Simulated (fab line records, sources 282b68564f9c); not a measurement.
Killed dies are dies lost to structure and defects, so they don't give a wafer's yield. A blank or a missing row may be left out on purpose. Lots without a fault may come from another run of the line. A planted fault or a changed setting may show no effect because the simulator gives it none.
Split-lot experiment | flow rit_cmos | 5 lots, 23 wafers read, on a route of 202 steps

THE SPLIT
At RIT_NSD_IMPLANT_08, the setting energy_kev was moved away from the recipe's 25 on 5 of the 23 wafers read, by +3.4% to +5.4%. The other wafers ran this setting at the recipe's value.

The reading is taken at the split's own step.

THE READING
implant.drp_nm (the simulator's own value, which no gauge read), in nm, at RIT_NSD_IMPLANT_08. The file gives no usual value for it.

wafer  | tool, chamber at the split | energy_kev as run | against the recipe | implant.drp_nm, nm | against lot-mates on the recipe
L079.1 | implanter-02, 0            | 25                | recipe             | 14.84              | -
L079.2 | implanter-02, 0            | 25                | recipe             | 14.84              | -
L079.3 | implanter-02, 0            | 25                | recipe             | 14.84              | -
L079.5 | implanter-02, 0            | 25                | recipe             | 14.84              | -
L079.6 | implanter-02, 0            | 25                | recipe             | 14.84              | -
L082.1 | implanter-01, 0            | 25                | recipe             | 14.84              | -
L082.3 | implanter-01, 0            | 25                | recipe             | 14.84              | -
L082.5 | implanter-01, 0            | 25                | recipe             | 14.84              | -
L082.4 | implanter-01, 0            | 26.35             | +5.4%              | 15.32              | +0.48
L082.6 | implanter-01, 0            | 26.35             | +5.4%              | 15.32              | +0.48
L083.1 | implanter-03, 0            | 25.84             | +3.4%              | 15.14              | +0.30
L083.2 | implanter-03, 0            | 25.84             | +3.4%              | 15.14              | +0.30
L083.5 | implanter-03, 0            | 25.84             | +3.4%              | 15.14              | +0.30
L083.3 | implanter-03, 0            | 25                | recipe             | 14.84              | -
L083.6 | implanter-03, 0            | 25                | recipe             | 14.84              | -
L084.3 | implanter-02, 0            | 25                | recipe             | 14.84              | -
L084.4 | implanter-02, 0            | 25                | recipe             | 14.84              | -
L084.5 | implanter-02, 0            | 25                | recipe             | 14.84              | -
L085.1 | implanter-01, 0            | 25                | recipe             | 14.84              | -
L085.2 | implanter-01, 0            | 25                | recipe             | 14.84              | -
L085.3 | implanter-01, 0            | 25                | recipe             | 14.84              | -
L085.4 | implanter-01, 0            | 25                | recipe             | 14.84              | -
L085.6 | implanter-01, 0            | 25                | recipe             | 14.84              | -

THE FIT
A straight line over all 23 wafers: implant.drp_nm changes by +0.089 nm for each +1% of energy_kev; r = +1.00; the points scatter about the line by 0.0004 nm.
The same after taking each lot's own level away (the mean of its wafers on the recipe; 23 wafers): +0.089 nm for each +1%; r = +1.00; scatter 0.0004 nm.
On that fit, the largest move of energy_kev shifts the reading by 0.48 nm.
The lots' own levels span 14.840 to 14.840 nm.
So the lot-to-lot level changes the slope little: the two slopes agree.
Check: with one of the wafers moved furthest among these (+5.4%) left out of the fit, the line predicts +0.481 nm for it against its lot-mates. It came out at +0.48 nm against them.

OTHER SPLITS ON THESE WAFERS
These wafers also went through other splits before the reading. Each is held against what the fit with the lots' levels taken away leaves over:
other split on the same wafers      | wafers away from the commonest value | r with implant.drp_nm (lot level and that fit taken away)
RIT_ACTIVE_OXIDATION_01 ox_time_s   | 15                                   | +0.11
RIT_ACTIVE_ETCH_13 over_etch_frac   | 6                                    | -0.30
RIT_NWELL_IMPLANT_08 dose_cm2       | 10                                   | -0.20
RIT_PWELL_DEVELOP_05 develop_time_s | 8                                    | -0.54
RIT_NRETRO_COAT_01 resist_thk_nm    | 4                                    | +0.23
RIT_NRETRO_SOFTBAKE_02 time_s       | 7                                    | -0.28
RIT_GATE_OXIDATION_05 ox_time_s     | 18                                   | +0.49
RIT_GATE_EXPOSE_13 dose_mj          | 8                                    | +0.14
RIT_NLDD_IMPLANT_08 dose_cm2        | 6                                    | -0.33
RIT_PLDD_IMPLANT_08 dose_cm2        | 4                                    | -0.03
RIT_SPACER_CVD_03 sih2cl2_flow_sccm | 15                                   | -0.16

THE WHOLE CHAIN: every reading that the file lists as answering this split, in the file's order
step               | what it does | reading                                                         | change (the file's fit)                | r (the file's)
RIT_NSD_IMPLANT_08 |              | implant.rp_nm (the simulator's own value, which no gauge read)  | +0.216 nm for each +1% of the setting  | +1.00
RIT_NSD_IMPLANT_08 |              | implant.drp_nm (the simulator's own value, which no gauge read) | +0.0887 nm for each +1% of the setting | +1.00

THE FILE'S OWN FIT
implant.drp_nm changes by +0.0887 nm for each +1% of energy_kev, r = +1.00.
